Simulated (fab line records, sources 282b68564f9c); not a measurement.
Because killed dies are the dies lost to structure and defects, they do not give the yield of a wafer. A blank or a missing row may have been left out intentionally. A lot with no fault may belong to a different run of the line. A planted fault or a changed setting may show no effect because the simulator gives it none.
Problem report in the 8D (eight disciplines) form, filled by code	flow rit-cmos	the parts of the form that need people (team, actions taken, sign-off) are left out

== 1. PROBLEM STATEMENT ==
At RIT_FOX2_CLEAN_02, run-length-s averages 56 s over 6 wafers from 2 lots, while fault-free wafers read 207 s, standard deviation 3.5. That is -43 standard deviations from the usual mean.
The step: cleans in dHF, time 180 s.
Earliest sighting: wafer L565.4 on wet-bench-04 at day 4 05:27. At this step, 42 wafers from 14 lots have a number in the record. Rule for "out" (also "out of limits"): further than 4 standard deviations from the usual mean. Any other wafer with a number is counted as sound.

== 2. WHAT IT IS, WHAT IT ISN'T ==
question	is	is not
which readings at this step	run-length-s	-
which lots	L565, L571	L554, L555, L556, L557, L558, L559, L560, L567, L572, L573, L575, L576
which wafers of those lots	all that have a number	-
read on which tools	wet-bench-04	wet-bench-01, wet-bench-03
when	from day 4 05:27	up to then (21 sound wafers); but 15 sound wafers of L567, L572, L573, L575, L576 came after

== 3. WHAT RULES OUT EACH SUSPECT ==
Counting: a tool at a process step up to the reading stays a suspect if it ran every lot that is out and no sound lot after the first of them.
- wet-bench-04 at RIT_FOX2_CLEAN_02 (cleans in dHF, time 180 s): kept. It processed each lot that is out, first L565 at day 4 05:27, and no sound lot thereafter; up to then, the last sound lot it processed was L560 at day 3 00:22. Its own run-length-s readings are out on those wafers.
Left after counting: wet-bench-04 at RIT_FOX2_CLEAN_02.

== 4. THE CAUSE (what the simulator had put in) ==
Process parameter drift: wet-bench-04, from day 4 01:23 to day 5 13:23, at RIT_FOX2_CLEAN_02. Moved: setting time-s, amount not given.
This tool alone remained once counting was done.

== 5. THE CHAIN OF EFFECTS, in route order ==
Each row: a reading whose mean over the struck wafers that have a number lies more than 3 standard deviations from the usual. Readings are gone through only where the record gives a usual standard deviation; hours: the median, over the lots, of the time from a lot's start at the first step in this table giving one to that lot's start at this step; sigmas: the change measured in usual standard deviations.
hours	step	reading	usual	on struck wafers	change	sigmas
0	RIT_FOX2_CLEAN_02	run-length-s	207 s	56	-151	-43
It contains these process steps:
- RIT_FOX2_CLEAN_02: cleans in dHF, time 180 s.

== 6. HOW IT WOULD HAVE BEEN CAUGHT EARLIER ==
First out-of-limits reading in this record: day 4 05:27, which is 4 hours after fault onset at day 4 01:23.
